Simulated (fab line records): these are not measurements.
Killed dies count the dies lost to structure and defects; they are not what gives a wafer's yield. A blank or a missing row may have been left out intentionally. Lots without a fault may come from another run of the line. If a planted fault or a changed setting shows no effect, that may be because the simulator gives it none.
What tool caused it? ; flow rit cmos ; 39 wafers from 13 lots sampled at 3 of the route's 202 steps

## WHAT EACH GAUGE READ, for each wafer
RIT_PLDD_OVL_MEAS_06.
lot;measured;on;PLDD_OVL (nm)
L863;day 3 06:12;overlay-01;0.1 -0.9 -2.8
L864;day 3 17:22;overlay-02;-3.4 -1.7 -1.0
L865;day 4 00:07;overlay-02;-1.4 -0.8 -0.1
L867;day 4 07:26;overlay-02;0.8 1.1 0.5
L868;day 4 14:56;overlay-02;-1.4 -1.7 -0.2
L869;day 4 22:41;overlay-02;1.3 2.0 0.0
L870;day 5 01:27;overlay-01;-0.7 -1.8 -1.9
L871;day 5 04:43;overlay-01;-0.7 -1.1 0.1
L872;day 5 12:52;overlay-01;-3.9 -2.4 -3.5
L875;day 5 22:16;overlay-02;- - -
L882;day 7 12:51;overlay-02;-1.7 -2.3 -1.3
L883;day 7 17:47;overlay-02;0.2 0.0 0.2
L884;day 8 06:01;overlay-01;0.8 -2.6 -2.3

RIT_PLDD_TW_MEAS_10.
lot;measured;on;PLDD_TW
L863;day 3 06:43;film metro-04;2351 2350 2345
L864;day 3 17:53;film metro-04;2363 2357 2350
L865;day 4 00:37;film metro-03;2372 2374 2362
L867;day 4 07:58;film metro-03;2375 2373 2373
L868;day 4 15:28;film metro-03;2357 2362 2355
L869;day 4 23:12;film metro-04;2362 2358 2355
L870;day 5 01:58;film metro-04;2350 2351 2351
L871;day 5 05:23;film metro-04;2340 2344 2348
L872;day 5 13:23;film metro-03;2349 2378 2367
L875;day 5 22:47;film metro-04;30 30 30
L882;day 7 13:22;film metro-02;2352 2371 2357
L883;day 7 18:17;film metro-03;2345 2342 2367
L884;day 8 06:31;film metro-02;2368 2349 2343

## WHICH TOOL RAN EACH LOT (tool, then ch and the chambers of the sampled wafers, then the start)
lot;RIT_PLDD_EXPOSE_03
L863;iline stepper-01 ch 0, day 3 05:50
L864;iline stepper-01 ch 0, day 3 16:59
L865;iline stepper-01 ch 0, day 3 23:43
L867;iline stepper-02 ch 0, day 4 07:03
L868;iline stepper-02 ch 0, day 4 14:33
L869;iline stepper-01 ch 0, day 4 22:17
L870;iline stepper-02 ch 0, day 5 01:05
L871;iline stepper-02 ch 0, day 5 04:19
L872;iline stepper-02 ch 0, day 5 12:30
L875;iline stepper-02 ch 0, day 5 21:52
L882;iline stepper-01 ch 0, day 7 12:27
L883;iline stepper-01 ch 0, day 7 17:23
L884;iline stepper-02 ch 0, day 8 05:37
- RIT_PLDD_EXPOSE_03: exposes mask M8, target cd 40900 nm.

## WHAT THE TOOLS THEMSELVES READ (means of the sampled wafers that have a number; where no wafer has one, the mark that the record gives instead)
RIT_PLDD_EXPOSE_03.
lot;tool;focus offset nm (nm);stage vel mm s (mm/s)
L863;iline stepper-01;-0.4;499.85
L864;iline stepper-01;0.3;499.93
L865;iline stepper-01;-0.7;500.03
L867;iline stepper-02;-0.4;500.02
L868;iline stepper-02;0.1;500.00
L869;iline stepper-01;0.0;500.33
L870;iline stepper-02;0.4;500.60
L871;iline stepper-02;0.1;500.11
L872;iline stepper-02;0.5;500.03
L875;iline stepper-02;0.3;499.97
L882;iline stepper-01;0.1;500.02
L883;iline stepper-01;-0.3;499.88
L884;iline stepper-02;-0.2;499.56

## THE ANSWER, worked out from the rows above alone
Rule: what is usual is taken from the lots themselves. The widest of any qualifying gaps counts: lots, ordered by their means at a reading, are off when they make up no more than a third of the lots, leave a main group of 4 or more, and stand apart from it by 3 or more times the standard deviation of that group's means. The tables above print the reading to a certain number of digits; a main group whose means all agree to those digits is not used. Also off: a lot with no number at a reading for which 4 or more lots have one. The other lots that the step has rows for count as sound. The gauges are gone through in route order, then the tools' own readings, and for those a lot's mean is taken as printed above. The first step at which some lot is off is used, and at that step the reading that is off furthest; a lot without a number counts as furthest.
Off: L875, at RIT_PLDD_OVL_MEAS_06 (PLDD_OVL). Without a number there: L875. Mean -1.0 nm and standard deviation 1.2 in the main group.
If a tool, at a process step before that reading, ran all the lots that are off and no sound lot after the first of them, it fits. The gauges at RIT_PLDD_OVL_MEAS_06 aren't tried: what is off there is off at RIT_PLDD_TW_MEAS_10 too, on other tools, and a gauge's error can't cause that. No candidate that was tried fits.

## WHAT THE SIMULATOR PUT IN
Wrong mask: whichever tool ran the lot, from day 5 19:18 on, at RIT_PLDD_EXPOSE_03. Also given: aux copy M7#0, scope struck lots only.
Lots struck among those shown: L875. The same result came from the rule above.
